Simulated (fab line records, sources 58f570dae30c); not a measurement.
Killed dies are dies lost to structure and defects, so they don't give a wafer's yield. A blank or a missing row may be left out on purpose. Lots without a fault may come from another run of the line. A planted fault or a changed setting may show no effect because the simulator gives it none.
Which tool did it? | flow berkeley_cmos170 | 14 lots, 42 wafers sampled, at 2 steps of a route of 331

WHAT THE GAUGES READ, wafer by wafer
UCB170_SPACER_THK_MEAS_01.
lot  | measured     | on            | SPACER_TEOS_THK (nm)
L836 | day 6 20:59  | film_metro-03 | 388 384 396
L839 | day 6 21:10  | film_metro-04 | 391 392 389
L835 | day 6 21:17  | film_metro-02 | 386 396 396
L842 | day 7 23:02  | film_metro-04 | 390 389 396
L840 | day 8 00:29  | film_metro-02 | 351 363 355
L844 | day 8 18:32  | film_metro-03 | 353 356 360
L849 | day 9 09:27  | film_metro-03 | 387 395 388
L848 | day 9 10:28  | film_metro-02 | 382 383 390
L850 | day 9 10:36  | film_metro-04 | 384 386 389
L852 | day 10 01:51 | film_metro-02 | 383 390 388
L854 | day 10 06:08 | film_metro-02 | 397 392 393
L853 | day 10 07:20 | film_metro-02 | 390 394 391
L857 | day 10 22:10 | film_metro-03 | 383 387 388
L858 | day 10 23:52 | film_metro-04 | 381 384 387

WHICH TOOL RAN EACH LOT (tool, then ch and the chambers of the sampled wafers, then the start)
lot  | UCB170_SPACER_CVD_00
L836 | pecvd-04 ch 0,1,2, day 6 20:56
L839 | pecvd-02 ch 0,1,2, day 6 21:08
L835 | pecvd-01 ch 0,1, day 6 21:13
L842 | pecvd-04 ch 1,2, day 7 22:59
L840 | pecvd-01 ch 0,2, day 8 00:26
L844 | pecvd-01 ch 0,1, day 8 18:30
L849 | pecvd-02 ch 0,1,2, day 9 09:23
L848 | pecvd-04 ch 0,2, day 9 10:23
L850 | pecvd-02 ch 1,2, day 9 10:32
L852 | pecvd-02 ch 1,2, day 10 01:47
L854 | pecvd-02 ch 0,1,2, day 10 06:05
L853 | pecvd-04 ch 0,1, day 10 07:17
L857 | pecvd-04 ch 1,2, day 10 22:05
L858 | pecvd-02 ch 1,2, day 10 23:50
- UCB170_SPACER_CVD_00: deposits SiO2 from TEOS/O2, target thk 376 nm, time 48.54 s.

WHAT THE TOOLS THEMSELVES READ (means of the sampled wafers that have a number; where no wafer has one, the mark that the record gives instead)
UCB170_SPACER_CVD_00.
lot  | tool     | heater_power_w (W) | pressure_mtorr (mTorr)
L836 | pecvd-04 | 196                | 8999
L839 | pecvd-02 | 225                | 8995
L835 | pecvd-01 | 293                | 8989
L842 | pecvd-04 | 220                | 9002
L840 | pecvd-01 | 315                | 9011
L844 | pecvd-01 | 308                | 8997
L849 | pecvd-02 | 190                | 8991
L848 | pecvd-04 | 202                | 9001
L850 | pecvd-02 | 246                | 9007
L852 | pecvd-02 | 247                | 8986
L854 | pecvd-02 | 209                | 9002
L853 | pecvd-04 | 229                | 9018
L857 | pecvd-04 | 191                | 9011
L858 | pecvd-02 | 223                | 9023

THE ANSWER, worked out from the rows above alone
Rule: what is usual is taken from the lots themselves. Put in order of their means at a reading, lots are off if they are a third of the lots or fewer, leave a main group of 4 or more, and stand apart from it by a gap of 3 or more times the standard deviation of the main group's means; of several such gaps the widest counts. A main group whose means are all the same, to the digits that the tables above print for the reading, isn't used. A lot without any number at a reading at which 4 lots or more have one is off too. The other lots that the step has rows for count as sound. The gauges are gone through in route order, then the tools' own readings, and for those a lot's mean is taken as printed above. The first step at which some lot is off is used, and at that step the reading that is off furthest; a lot without a number counts as furthest.
Off: L840, L844, at UCB170_SPACER_THK_MEAS_01 (SPACER_TEOS_THK). The main group: mean 389 nm, standard deviation 3.1.
A tool fits if, at a process step before that reading, it ran every lot that is off, and no sound lot after the first of them. The gauges at UCB170_SPACER_THK_MEAS_01 are tried like those tools. One fits: pecvd-01 at UCB170_SPACER_CVD_00. Its last sound lot is L835 (day 6 21:13), its first lot that is off L840 (day 8 00:26): a fault that began between those two fits.

WHAT THE SIMULATOR HAD PUT IN
Process parameter drift: pecvd-01, from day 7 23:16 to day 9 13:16, at UCB170_SPACER_CVD_00. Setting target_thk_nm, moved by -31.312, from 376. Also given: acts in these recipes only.
Lots struck among those shown: L840, L844. The rule above found the same.
